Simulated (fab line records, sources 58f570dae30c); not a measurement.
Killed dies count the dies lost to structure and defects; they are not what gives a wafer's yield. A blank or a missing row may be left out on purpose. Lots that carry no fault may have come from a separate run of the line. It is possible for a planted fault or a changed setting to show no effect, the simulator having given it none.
fab line records	flow berkeley-cmos170
[record] lots = 14	wafers = 42	last-day = 12
route steps=331 shown GATE@128 NSD@195 M2@287
lots with no fault: from the same line, run without faults
start-h: hours from the record's first day to the start of the lot's first wafer shown	wait-h: time in hours since the lot's previous step	" same as the row above	L1.1+2: a row that stands for several wafers	- value missing, or start not given	* or withheld: withheld	< > ~ a bound
route shown NAME@n: names a module that has steps shown in the file, with the first one's number in the route	usual: mean/standard deviation of fault-free wafers	same: alike in all rows	chamber/n: place in a boat	sites: per-site readings	_std_site: how widely they spread, as a standard deviation	_edge_site: outer sites' mean less inner sites'	radius-mm: for every site, how far away it sits from the centre of the wafer	mask NAME#n: copy n	behind: the most recent tool/chamber to have shaped the wafer	hold: the reason the lot was held/the length of the hold in hours/how it ended	device: the n, p or np transistor that did not switch	end of line: the tests these same wafers got at the end of their route	a step with no rows: only its recipe	killed: at the first sort, the dies lost to defects and structure; wafer yield is something else	map: shows each die of a wafer: x if killed, . if not, _ if none is there
set.NAME: setting as actually run; set.NAME@STEP: the setting as run at that earlier step	model.NAME: the simulator's own value behind a step, which no gauge read
steps of the route over a sample of lots; a table a step, a row a wafer
services: a tool's chamber out of use, with start hour (start-h, from the record's first day; less than 0 if before it), hours out, and reason
[[steps]]
[step UCB170_GATE_THK_MEAS_02]
[recipe] reads = SiO2_of_GATE_OXIDATION_01
[usual] GATE_OXIDE_THK = 6.64/0.14
lot.wafer	tool	chamber	start-h	wait-h	GATE_OXIDE_THK[nm]
L122.1	film-metro-03	-	128.74	0.0	6.63
L122.4	"	-	"	"	6.67
L122.5	"	-	"	"	6.58
L123.2	film-metro-04	-	133.15	0.0	6.64
L123.4	"	-	"	"	6.75
L123.5	"	-	"	"	6.68
L124.1	film-metro-01	-	133.17	0.0	6.66
L124.2	"	-	"	"	6.76
L124.5	"	-	"	"	6.72
L125.3	film-metro-03	-	145.19	0.0	6.81
L125.4	"	-	"	"	6.74
L125.5	"	-	"	"	6.73
L128.3	film-metro-04	-	155.60	0.0	6.70
L128.4	"	-	"	"	6.68
L128.6	"	-	"	"	6.64
L127.1	film-metro-01	-	155.63	0.1	6.55
L127.4	"	-	"	"	6.36
L127.5	"	-	"	"	6.56
L129.1	film-metro-01	-	164.75	0.0	6.59
L129.3	"	-	"	"	6.69
L129.4	"	-	"	"	6.54
L130.3	film-metro-01	-	173.31	0.0	6.70
L130.4	"	-	"	"	6.49
L130.5	"	-	"	"	6.69
L137.1	film-metro-04	-	202.44	0.0	6.79
L137.2	"	-	"	"	6.75
L137.4	"	-	"	"	6.58
L138.1	film-metro-04	-	216.27	0.0	6.58
L138.4	"	-	"	"	6.73
L138.5	"	-	"	"	6.63
L140.1	film-metro-03	-	216.27	0.0	6.35
L140.2	"	-	"	"	6.48
L140.6	"	-	"	"	6.47
L141.2	film-metro-03	-	229.50	0.0	6.77
L141.3	"	-	"	"	6.70
L141.5	"	-	"	"	6.78
L143.2	film-metro-04	-	229.50	0.0	6.54
L143.3	"	-	"	"	6.57
L143.4	"	-	"	"	6.67
L144.2	film-metro-03	-	235.52	0.0	6.33
L144.3	"	-	"	"	6.49
L144.6	"	-	"	"	6.47
[step UCB170_NSD_IMPLANT_08]
[recipe] species = P	dose-cm2 = 3e+15	energy-kev = 40	tilt-deg = 7
[usual] beam-on-s = 9.99/0.2	end-station-pressure-torr = 1.26e-05/5.9e-07	faraday-current-uA = 9266/190
lot.wafer	tool	chamber	start-h	wait-h	beam-on-s	end-station-pressure-torr	faraday-current-uA
L122.1	implanter-01	0	146.98	0.0	10.40	1.31e-05	8882
L122.4	"	0	"	"	10.13	1.23e-05	9166
L122.5	"	0	"	"	10.09	1.35e-05	9165
L124.1	implanter-04	0	154.15	0.0	9.80	1.21e-05	9407
L124.2	"	0	"	"	10.16	1.31e-05	9111
L124.5	"	0	"	"	10.20	1.26e-05	9048
L123.2	implanter-01	0	154.68	0.0	9.75	1.18e-05	9462
L123.4	"	0	"	"	9.91	1.31e-05	9330
L123.5	"	0	"	"	10.21	1.38e-05	9069
L125.3	implanter-03	0	168.07	0.1	9.83	1.25e-05	9403
L125.4	"	0	"	"	9.75	1.33e-05	9509
L125.5	"	0	"	"	9.97	1.29e-05	9249
L128.3	implanter-04	0	179.10	0.1	10.14	1.32e-05	9130
L128.4	"	0	"	"	10.22	1.14e-05	9087
L128.6	"	0	"	"	10.05	1.26e-05	9234
L127.1	implanter-03	0	179.50	0.0	10.41	1.22e-05	8874
L127.4	"	0	"	"	10.17	1.37e-05	9128
L127.5	"	0	"	"	10.02	1.19e-05	9254
L129.1	implanter-03	0	183.93	0.0	12.79	9.02e-05	7524
L129.3	"	0	"	"	13.31	0.0001038	7258
L129.4	"	0	"	"	13.63	0.0001001	7021
L130.3	implanter-03	0	194.66	0.1	13.42	9.73e-05	7172
L130.4	"	0	"	"	13.43	9.62e-05	7185
L130.5	"	0	"	"	13.64	0.0001013	7079
L137.1	implanter-01	0	225.26	0.0	9.91	1.25e-05	9341
L137.2	"	0	"	"	9.94	1.32e-05	9298
L137.4	"	0	"	"	10.23	1.29e-05	9017
L138.1	implanter-01	0	238.67	0.0	9.91	1.25e-05	9292
L138.4	"	0	"	"	10.24	1.24e-05	9004
L138.5	"	0	"	"	9.59	1.2e-05	9644
L140.1	implanter-04	0	238.95	0.0	9.90	1.21e-05	9366
L140.2	"	0	"	"	9.37	1.26e-05	9835
L140.6	"	0	"	"	10.07	1.27e-05	9172
L143.2	implanter-04	0	248.25	0.0	9.65	1.15e-05	9614
L143.3	"	0	"	"	9.90	1.38e-05	9359
L143.4	"	0	"	"	10.14	1.33e-05	9113
L141.2	implanter-04	0	248.95	0.0	10.03	1.09e-05	9246
L141.3	"	0	"	"	9.99	1.25e-05	9264
L141.5	"	0	"	"	9.95	1.23e-05	9272
L144.2	implanter-01	0	254.75	0.0	10.22	1.36e-05	9020
L144.3	"	0	"	"	10.01	1.18e-05	9206
L144.6	"	0	"	"	9.86	1.25e-05	9365
[step UCB170_NSD_STRIP_09]
[recipe] chemistry = O2	power-w = 400	pressure-mtorr = 3500	platen-temp-c = withheld	o2-flow-sccm = 400	overash-fraction = 0.5
[usual] drypump-motor-current-A = 5.8/0.34	oes-product-au = 0.534/0.0042	strip-time-to-endpoint-s = 35.80/0.087
lot.wafer	tool	chamber	start-h	wait-h	drypump-motor-current-A	oes-product-au	rf-hours-counter-h	strip-time-to-endpoint-s
L122.1	plasma-asher-02	1	147.13	0.1	5.9	0.527	45	35.79
L122.4	"	0	"	"	5.7	0.529	-	35.77
L122.5	"	0	"	"	5.7	0.536	-	35.79
L124.1	plasma-asher-03	0	154.30	0.1	5.7	0.530	42	35.72
L124.2	"	1	"	"	6.0	0.540	42	35.67
L124.5	"	1	"	"	5.9	0.533	-	35.68
L123.2	plasma-asher-02	0	154.80	0.1	5.7	0.531	46	35.80
L123.4	"	1	"	"	5.9	0.536	-	35.79
L123.5	"	1	"	"	5.9	0.543	-	35.78
L125.3	plasma-asher-01	1	168.20	0.1	6.2	0.532	-	35.88
L125.4	"	0	"	"	5.1	0.545	-	35.98
L125.5	"	0	"	"	5.1	0.538	-	35.86
L128.3	plasma-asher-01	1	179.23	0.1	6.3	0.539	-	35.88
L128.4	"	0	"	"	5.1	0.529	-	35.87
L128.6	"	0	"	"	5.1	0.529	-	35.92
L127.1	plasma-asher-01	1	179.65	0.1	6.2	0.537	7	35.84
L127.4	"	1	"	"	6.3	0.530	-	35.81
L127.5	"	1	"	"	6.2	0.538	-	35.87
L129.1	plasma-asher-03	0	184.08	0.1	5.7	0.506	45	38.85
L129.3	"	1	"	"	5.9	0.508	-	38.82
L129.4	"	0	"	"	5.7	0.507	-	38.87
L130.3	plasma-asher-02	0	194.80	0.1	5.7	0.512	-	38.76
L130.4	"	1	"	"	5.9	0.509	-	38.77
L130.5	"	0	"	"	5.7	0.512	-	38.80
L137.1	plasma-asher-01	1	225.41	0.1	6.2	0.533	12	35.67
L137.2	"	0	"	"	5.1	0.535	12	35.55
L137.4	"	1	"	"	6.3	0.536	-	35.65
L138.1	plasma-asher-03	1	238.82	0.1	5.9	0.532	48	35.89
L138.4	"	1	"	"	6.0	0.533	-	35.88
L138.5	"	1	"	"	6.0	0.527	-	35.88
L140.1	plasma-asher-03	0	239.10	0.1	5.7	0.537	48	35.81
L140.2	"	1	"	"	6.0	0.535	48	35.67
L140.6	"	1	"	"	5.9	0.534	-	35.64
L143.2	plasma-asher-03	0	248.38	0.1	5.7	0.535	49	35.74
L143.3	"	0	"	"	5.8	0.533	-	35.84
L143.4	"	1	"	"	5.9	0.528	-	35.71
L141.2	plasma-asher-01	0	249.07	0.1	5.1	0.534	15	35.84
L141.3	"	0	"	"	5.1	0.538	-	35.88
L141.5	"	0	"	"	5.1	0.537	-	35.82
L144.2	plasma-asher-02	0	254.87	0.1	5.7	0.531	58	35.80
L144.3	"	0	"	"	5.7	0.535	-	35.77
L144.6	"	1	"	"	5.9	0.523	-	35.77
[step UCB170_NSD_TW_MEAS_10]
[usual] NSD_TW = 4179/29
lot.wafer	tool	chamber	start-h	wait-h	NSD_TW
L122.1	film-metro-03	-	147.23	0.1	4180
L122.4	"	-	"	"	4189
L122.5	"	-	"	"	4169
L124.1	film-metro-01	-	154.40	0.1	4193
L124.2	"	-	"	"	4197
L124.5	"	-	"	"	4206
L123.2	film-metro-03	-	154.91	0.1	4161
L123.4	"	-	"	"	4196
L123.5	"	-	"	"	4191
L125.3	film-metro-01	-	168.29	0.1	4192
L125.4	"	-	"	"	4192
L125.5	"	-	"	"	4212
L128.3	film-metro-03	-	179.32	0.1	4172
L128.4	"	-	"	"	4179
L128.6	"	-	"	"	4174
L127.1	film-metro-03	-	179.75	0.1	4176
L127.4	"	-	"	"	4181
L127.5	"	-	"	"	4152
L129.1	film-metro-02	-	184.18	0.1	4258
L129.3	"	-	"	"	4261
L129.4	"	-	"	"	4270
L130.3	film-metro-02	-	194.88	0.1	4260
L130.4	"	-	"	"	4239
L130.5	"	-	"	"	4264
L137.1	film-metro-01	-	225.51	0.1	4231
L137.2	"	-	"	"	4190
L137.4	"	-	"	"	4235
L138.1	film-metro-03	-	238.92	0.1	4145
L138.4	"	-	"	"	4167
L138.5	"	-	"	"	4129
L140.1	film-metro-01	-	239.20	0.1	4213
L140.2	"	-	"	"	4190
L140.6	"	-	"	"	4198
L143.2	film-metro-01	-	248.49	0.1	4225
L143.3	"	-	"	"	4217
L143.4	"	-	"	"	4229
L141.2	film-metro-01	-	249.18	0.1	4227
L141.3	"	-	"	"	4199
L141.5	"	-	"	"	4219
L144.2	film-metro-03	-	254.98	0.1	4193
L144.3	"	-	"	"	4188
L144.6	"	-	"	"	4161
[step UCB170_SDANNEAL_RS_MEAS_03]
[recipe] thk-meas-gauge = four-point-probe
[usual] NSD_RS = 37.27/0.085
lot.wafer	tool	chamber	start-h	wait-h	hold	NSD_RS[ohm/sq]
L122.1	film-metro-02	-	148.47	0.1	-	37.20
L122.4	"	-	"	"	-	37.26
L122.5	"	-	"	"	-	37.16
L124.1	film-metro-03	-	155.64	0.1	-	37.34
L124.2	"	-	"	"	-	37.31
L124.5	"	-	"	"	-	37.32
L123.2	film-metro-01	-	156.34	0.1	-	37.29
L123.4	"	-	"	"	-	37.22
L123.5	"	-	"	"	-	37.22
L125.3	film-metro-03	-	169.61	0.1	-	37.40
L125.4	"	-	"	"	-	37.39
L125.5	"	-	"	"	-	37.31
L128.3	film-metro-03	-	180.57	0.1	-	37.16
L128.4	"	-	"	"	-	37.19
L128.6	"	-	"	"	-	37.23
L127.1	film-metro-01	-	180.98	0.1	-	37.25
L127.4	"	-	"	"	-	37.27
L127.5	"	-	"	"	-	37.26
L129.1	film-metro-02	-	185.51	0.1	await-dispo/0.2h/release	33.10
L129.3	"	-	"	"	await-dispo/0.2h/release	33.03
L129.4	"	-	"	"	await-dispo/0.2h/release	33.01
L129.1	film-metro-02	-	185.87	0.3	-	33.06
L129.3	"	-	"	"	-	33.01
L129.4	"	-	"	"	-	33.02
L130.3	film-metro-02	-	196.80	0.1	await-dispo/0.2h/release	33.02
L130.4	"	-	"	"	await-dispo/0.2h/release	33.03
L130.5	"	-	"	"	await-dispo/0.2h/release	33.02
L130.3	film-metro-02	-	197.16	0.3	-	32.97
L130.4	"	-	"	"	-	33.05
L130.5	"	-	"	"	-	33.00
L137.1	film-metro-01	-	227.24	0.1	-	37.43
L137.2	"	-	"	"	-	37.41
L137.4	"	-	"	"	-	37.42
L138.1	film-metro-02	-	240.43	0.1	-	37.22
L138.4	"	-	"	"	-	37.14
L138.5	"	-	"	"	-	37.18
L140.1	film-metro-03	-	240.55	0.1	-	37.41
L140.2	"	-	"	"	-	37.48
L140.6	"	-	"	"	-	37.38
L143.2	film-metro-03	-	250.07	0.1	-	37.35
L143.3	"	-	"	"	-	37.12
L143.4	"	-	"	"	-	37.33
L141.2	film-metro-02	-	250.65	0.1	-	37.26
L141.3	"	-	"	"	-	37.23
L141.5	"	-	"	"	-	37.15
L144.2	film-metro-03	-	256.24	0.1	-	37.17
L144.3	"	-	"	"	-	37.21
L144.6	"	-	"	"	-	37.23
[step UCB170_M2_OVL_MEAS_16]
[usual] M2_OVL = 1/6
lot.wafer	tool	chamber	start-h	wait-h	M2_OVL[nm]
L122.1	overlay-02	-	168.32	0.1	-9
L122.4	"	-	"	"	5
L122.5	"	-	"	"	-3
L124.1	overlay-01	-	173.80	0.1	5
L124.2	"	-	"	"	-8
L124.5	"	-	"	"	3
L123.2	overlay-02	-	173.87	0.1	-2
L123.4	"	-	"	"	0
L123.5	"	-	"	"	7
L125.3	overlay-01	-	191.03	0.1	10
L125.4	"	-	"	"	0
L125.5	"	-	"	"	6
L128.3	overlay-02	-	198.39	0.1	1
L128.4	"	-	"	"	-1
L128.6	"	-	"	"	3
L127.1	overlay-01	-	198.71	0.1	7
L127.4	"	-	"	"	1
L127.5	"	-	"	"	4
L137.1	overlay-01	-	245.62	0.1	-11
L137.2	"	-	"	"	-9
L137.4	"	-	"	"	-8
L138.1	overlay-02	-	259.13	0.1	1
L138.4	"	-	"	"	1
L138.5	"	-	"	"	8
L140.1	overlay-01	-	259.97	0.1	-8
L140.2	"	-	"	"	5
L140.6	"	-	"	"	2
L143.2	overlay-01	-	269.13	0.1	8
L143.3	"	-	"	"	13
L143.4	"	-	"	"	8
L141.2	overlay-01	-	272.58	0.1	4
L141.3	"	-	"	"	3
L141.5	"	-	"	"	-4
L144.2	overlay-01	-	273.55	0.1	-7
L144.3	"	-	"	"	-2
L144.6	"	-	"	"	-9
[step UCB170_M2_STRIP_19]
[recipe] chemistry = O2	power-w = 400	pressure-mtorr = 3500	platen-temp-c = withheld	o2-flow-sccm = 400	overash-fraction = 0.5
[usual] drypump-motor-current-A = 5.58/0.28	oes-product-au = 0.541/0.012
lot.wafer	tool	chamber	start-h	wait-h	drypump-motor-current-A	oes-product-au	rf-hours-counter-h
L122.1	plasma-asher-04	1	168.59	0.1	5.17	0.515	39
L122.4	"	1	"	"	5.16	0.511	-
L122.5	"	1	"	"	5.18	0.558	-
L124.1	plasma-asher-02	1	174.07	0.1	5.95	0.528	48
L124.2	"	0	"	"	5.72	0.532	48
L124.5	"	0	"	"	5.70	0.535	-
L123.2	plasma-asher-04	0	174.13	0.1	5.47	0.556	40
L123.4	"	0	"	"	5.47	0.548	-
L123.5	"	1	"	"	5.18	0.547	-
L125.3	plasma-asher-04	1	191.32	0.1	5.17	0.550	-
L125.4	"	0	"	"	5.44	0.537	-
L125.5	"	0	"	"	5.43	0.531	-
L128.3	plasma-asher-02	1	198.68	0.1	5.92	0.542	-
L128.4	"	0	"	"	5.65	0.536	-
L128.6	"	1	"	"	5.92	0.541	-
L127.1	plasma-asher-04	1	198.98	0.1	5.16	0.535	43
L127.4	"	0	"	"	5.41	0.541	-
L127.5	"	0	"	"	5.43	0.558	-
L137.1	plasma-asher-03	0	245.89	0.1	5.71	0.547	49
L137.2	"	1	"	"	5.96	0.547	49
L137.4	"	1	"	"	5.97	0.545	-
L138.1	plasma-asher-03	1	259.40	0.1	5.96	0.532	51
L138.4	"	0	"	"	5.72	0.538	-
L138.5	"	1	"	"	5.97	0.544	-
L140.1	plasma-asher-02	1	260.23	0.1	5.93	0.548	58
L140.2	"	0	"	"	5.65	0.530	58
L140.6	"	0	"	"	5.65	0.555	-
L143.2	plasma-asher-04	0	269.39	0.1	5.43	0.539	52
L143.3	"	0	"	"	5.45	0.552	-
L143.4	"	1	"	"	5.19	0.537	-
L141.2	plasma-asher-02	0	272.84	0.1	5.66	0.551	60
L141.3	"	0	"	"	5.66	0.546	-
L141.5	"	1	"	"	5.94	0.552	-
L144.2	plasma-asher-02	1	273.81	0.1	5.95	0.526	61
L144.3	"	0	"	"	5.68	0.538	-
L144.6	"	0	"	"	5.69	0.542	-
[[services]]
tool	chamber	start-h	hours	kind
plasma-asher-01	-	129.42	0.8	repair
plasma-asher-04	-	137.57	0.8	repair
implanter-03	-	172.68	1.9	repair
implanter-01	-	178.77	6.9	pm
plasma-asher-03	-	189.73	14.6	pm
implanter-01	-	195.72	3.1	repair
implanter-04	-	203.18	1.4	repair
plasma-asher-03	-	226.06	8.7	repair
plasma-asher-01	-	246.68	1.2	repair
plasma-asher-03	-	260.01	22.1	pm
implanter-04	-	271.76	1.7	repair
[[key]]
[first-sign] step = UCB170_NSD_IMPLANT_08	reading = end-station-pressure-torr	direction = up	sigmas = 99+	usual = 1.26e-05	struck = 9.81e-05
[effect] step = UCB170_NSD_IMPLANT_08	reading = beam-on-s	direction = up	sigmas = 17	usual = 9.99	struck = 13.37
[effect] step = UCB170_NSD_STRIP_09	reading = strip-time-to-endpoint-s	direction = up	sigmas = 34	usual = *	struck = *
[effect] step = UCB170_NSD_TW_MEAS_10	reading = NSD_TW	direction = up	sigmas = 2.8	usual = 4179	struck = 4259
[effect] step = UCB170_SDANNEAL_RS_MEAS_03	reading = visit	direction = added
[effect] step = UCB170_SDANNEAL_RS_MEAS_03	reading = NSD_RS	direction = down	sigmas = 50	usual = 37.27	struck = 33.03
met-at UCB170_NSD_IMPLANT_08
struck-lots L129,L130
scrapped-behind UCB170_SDANNEAL_RS_MEAS_03 L129.1,L129.3,L129.4,L130.3,L130.4,L130.5
not-acting-at UCB170_GATE_THK_MEAS_02,UCB170_M2_OVL_MEAS_16,UCB170_M2_STRIP_19
onset-between 179.50 183.93
[fault] kind = process-parameter-drift	tool = implanter-03	chamber = -	onset-h = 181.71	steps = UCB170_NSD_IMPLANT_08	channel = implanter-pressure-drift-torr	offset = 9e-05	shape = step	end-h = 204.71
[fault] kind = process-parameter-drift	tool = implanter-03	chamber = -	onset-h = 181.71	steps = UCB170_NSD_IMPLANT_08	channel = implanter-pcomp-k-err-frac	offset = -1	shape = step	end-h = 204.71
